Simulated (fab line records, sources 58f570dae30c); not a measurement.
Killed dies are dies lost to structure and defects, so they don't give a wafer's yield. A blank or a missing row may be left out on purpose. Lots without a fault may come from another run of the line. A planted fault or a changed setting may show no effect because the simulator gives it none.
Split-lot experiment | flow berkeley_cmos170 | 5 lots, 23 wafers read, on a route of 331 steps

THE SPLIT
At UCB170_NLDD_IMPLANT_09, the setting energy_kev was moved away from the recipe's 30 on 7 of the 23 wafers read, by -4.2% to +5.4%. The other wafers ran this setting at the recipe's value.

The reading is taken at the split's own step.

THE READING
implant.drp_nm (the simulator's own value, which no gauge read), in nm, at UCB170_NLDD_IMPLANT_09. The file gives no usual value for it.

wafer  | tool, chamber at the split | energy_kev as run | against the recipe | implant.drp_nm, nm | against lot-mates on the recipe
L075.3 | implanter-01, 0            | 30                | recipe             | 9.611              | -
L075.4 | implanter-01, 0            | 30                | recipe             | 9.611              | -
L075.5 | implanter-01, 0            | 30                | recipe             | 9.611              | -
L079.1 | implanter-04, 0            | 30                | recipe             | 9.611              | -
L079.2 | implanter-04, 0            | 30                | recipe             | 9.611              | -
L079.3 | implanter-04, 0            | 30                | recipe             | 9.611              | -
L079.4 | implanter-04, 0            | 31.63             | +5.4%              | 9.992              | +0.381
L079.6 | implanter-04, 0            | 31.63             | +5.4%              | 9.992              | +0.381
L082.1 | implanter-03, 0            | 30                | recipe             | 9.611              | -
L082.2 | implanter-03, 0            | 30                | recipe             | 9.611              | -
L082.3 | implanter-03, 0            | 30                | recipe             | 9.611              | -
L082.5 | implanter-03, 0            | 30                | recipe             | 9.611              | -
L082.6 | implanter-03, 0            | 30                | recipe             | 9.611              | -
L084.1 | implanter-04, 0            | 30                | recipe             | 9.611              | -
L084.4 | implanter-04, 0            | 30                | recipe             | 9.611              | -
L084.3 | implanter-04, 0            | 28.76             | -4.1%              | 9.32               | -0.291
L084.5 | implanter-04, 0            | 28.76             | -4.1%              | 9.32               | -0.291
L084.6 | implanter-04, 0            | 28.76             | -4.1%              | 9.32               | -0.291
L085.1 | implanter-01, 0            | 28.73             | -4.2%              | 9.313              | -0.298
L085.5 | implanter-01, 0            | 28.73             | -4.2%              | 9.313              | -0.298
L085.3 | implanter-01, 0            | 30                | recipe             | 9.611              | -
L085.4 | implanter-01, 0            | 30                | recipe             | 9.611              | -
L085.6 | implanter-01, 0            | 30                | recipe             | 9.611              | -

THE FIT
A straight line over all 23 wafers: implant.drp_nm changes by +0.0703 nm for each +1% of energy_kev; r = +1.00; the points scatter about the line by 0.0003 nm.
The same after taking each lot's own level away (the mean of its wafers on the recipe; 23 wafers): +0.0703 nm for each +1%; r = +1.00; scatter 0.0003 nm.
On that fit, the largest move of energy_kev shifts the reading by 0.38 nm.
The lots' own levels span 9.6110 to 9.6110 nm.
So the lot-to-lot level changes the slope little: the two slopes agree.
Check: with one of the wafers moved furthest among these (+5.4%) left out of the fit, the line predicts +0.382 nm for it against its lot-mates. It came out at +0.381 nm against them.

OTHER SPLITS ON THESE WAFERS
These wafers also went through other splits before the reading. Each is held against what the fit with the lots' levels taken away leaves over:
other split on the same wafers      | wafers away from the commonest value | r with implant.drp_nm (lot level and that fit taken away)
UCB170_ACTIVE_CVD_05 nh3_flow_sccm  | 15                                   | -0.40
UCB170_PFIELD_EXPOSE_03 dose_mj     | 4                                    | +0.06
UCB170_FIELD_OXIDATION_01 ox_time_s | 18                                   | -0.16
UCB170_GATE_PEB_10 peb_temp_c       | 9                                    | +0.21
UCB170_PLDD_COAT_01 resist_thk_nm   | 5                                    | +0.32
UCB170_PLDD_EXPOSE_03 dose_mj       | 4                                    | +0.01
UCB170_NLDD_PEB_04 peb_temp_c       | 8                                    | -0.12

THE WHOLE CHAIN: every reading that the file lists as answering this split, in the file's order
step                   | what it does | reading                                                         | change (the file's fit)                | r (the file's)
UCB170_NLDD_IMPLANT_09 |              | implant.rp_nm (the simulator's own value, which no gauge read)  | +0.162 nm for each +1% of the setting  | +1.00
UCB170_NLDD_IMPLANT_09 |              | implant.drp_nm (the simulator's own value, which no gauge read) | +0.0702 nm for each +1% of the setting | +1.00

THE FILE'S OWN FIT
implant.drp_nm changes by +0.0702 nm for each +1% of energy_kev, r = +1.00.
